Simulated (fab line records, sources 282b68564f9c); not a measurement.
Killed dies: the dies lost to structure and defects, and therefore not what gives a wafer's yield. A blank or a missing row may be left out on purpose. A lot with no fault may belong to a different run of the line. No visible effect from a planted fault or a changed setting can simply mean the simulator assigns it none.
Split-lot trial	flow rit_cmos	on a route of 202 steps: 5 lots, 23 wafers read

## SPLIT DETAILS
At RIT_CONTACT_COAT_03 (resist thk 1000 nm), the setting resist_thk_nm was moved away from the recipe's 1000 nm on 6 of the 23 wafers read, by -2.8% to -2.4%. For the rest of the wafers, this setting stayed at what the recipe calls for.

## FROM THE SPLIT TO THE READING: what the file shows between them, 2 steps
- RIT_CONTACT_DEVELOP_07: develop time 120 s (also split here: develop_time_s)
- RIT_CONTACT_HARDBAKE_10: time 60 s

## THE READING
NOVOLAK_of_CONTACT_COAT_03.thk_nm (the simulator's own value, which no gauge read), in nm, at RIT_CONTACT_ETCH_11 (etches SiO2 in CHF3/CF4/Ar, stops on TiSi2, target depth 480 nm, time 320 s). The file gives no usual value for it. Here, 17 wafers ran the recipe; their average is 767.5 nm with a standard deviation of 3.1 nm.

wafer	tool, chamber at the split	resist_thk_nm as run, nm	against the recipe	NOVOLAK_of_CONTACT_COAT_03.thk_nm, nm	against lot-mates on the recipe
L079.1	litho_track-03, 0	1000	recipe	764.6	-
L079.3	litho_track-03, 0	1000	recipe	765.9	-
L079.4	litho_track-03, 0	1000	recipe	764.1	-
L079.5	litho_track-03, 0	1000	recipe	767.4	-
L079.6	litho_track-03, 0	1000	recipe	765.4	-
L080.1	litho_track-02, 0	976.3	-2.4%	746.1	-17.9
L080.2	litho_track-02, 0	1000	recipe	764.9	-
L080.3	litho_track-02, 0	1000	recipe	763.1	-
L080.4	litho_track-02, 0	976.3	-2.4%	744.5	-19.5
L080.5	litho_track-02, 0	976.3	-2.4%	741	-23.0
L081.1	litho_track-03, 0	972.1	-2.8%	741.3	-29.7
L081.2	litho_track-03, 0	972.1	-2.8%	746.7	-24.3
L081.3	litho_track-03, 0	1000	recipe	771.3	-
L081.4	litho_track-03, 0	972.1	-2.8%	741.4	-29.6
L081.5	litho_track-03, 0	1000	recipe	770.7	-
L084.1	litho_track-04, 0	1000	recipe	772.1	-
L084.4	litho_track-04, 0	1000	recipe	772.9	-
L084.6	litho_track-04, 0	1000	recipe	769.4	-
L085.2	litho_track-02, 0	1000	recipe	768.5	-
L085.3	litho_track-02, 0	1000	recipe	766.1	-
L085.4	litho_track-02, 0	1000	recipe	768.7	-
L085.5	litho_track-02, 0	1000	recipe	763	-
L085.6	litho_track-02, 0	1000	recipe	768.9	-

THE FIT
A straight line over all 23 wafers: NOVOLAK_of_CONTACT_COAT_03.thk_nm changes by +9.22 nm for each +1% of resist_thk_nm; r = +0.96; the points scatter about the line by 3.1 nm.
The same after taking each lot's own level away (the mean of its wafers on the recipe; 23 wafers): +9.38 nm for each +1%; r = +0.98; scatter 2.1 nm.
According to that fit, moving resist_thk_nm by its largest amount changes the reading by 26 nm.
From 764.00 to 771.47 nm: that is the span of the lots' own levels, equal to 2.4 times the standard deviation above.
So the lot-to-lot level changes the slope little: the two slopes agree.
Check: -25.3 nm against its lot-mates is what the line predicts for one of the wafers moved furthest among these (-2.8%) when that wafer is left out of the fit. It came out at -29.7 nm against them.

## OTHER SPLITS ON THESE WAFERS
Note: prior to the reading, these wafers also went through further splits. Each is held against what the fit with the lots' levels taken away leaves over:
other split on the same wafers	wafers away from the commonest value	r with NOVOLAK_of_CONTACT_COAT_03.thk_nm (lot level and that fit taken away)
RIT_CONTACT_DEVELOP_07 develop_time_s	5	-0.30

## THE WHOLE CHAIN: every reading that the file lists as answering this split, in the file's order
step	what it does	reading	change (the file's fit)	r (the file's)
RIT_CONTACT_COAT_03	resist thk 1000 nm	NOVOLAK_of_CONTACT_COAT_03.thk_nm (the simulator's own value, which no gauge read)	+10.3 nm for each +1% of the setting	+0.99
RIT_CONTACT_HARDBAKE_10	time 60 s	NOVOLAK_of_CONTACT_COAT_03.thk_nm (the simulator's own value, which no gauge read)	+9.04 nm for each +1% of the setting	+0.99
RIT_CONTACT_ETCH_11	etches SiO2 in CHF3/CF4/Ar, stops on TiSi2, target depth 480 nm, time 320 s	NOVOLAK_of_CONTACT_COAT_03.thk_nm (the simulator's own value, which no gauge read)	+9.35 nm for each +1% of the setting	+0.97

## THE FILE'S OWN FIT
NOVOLAK_of_CONTACT_COAT_03.thk_nm changes by +9.35 nm for each +1% of resist_thk_nm, r = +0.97.
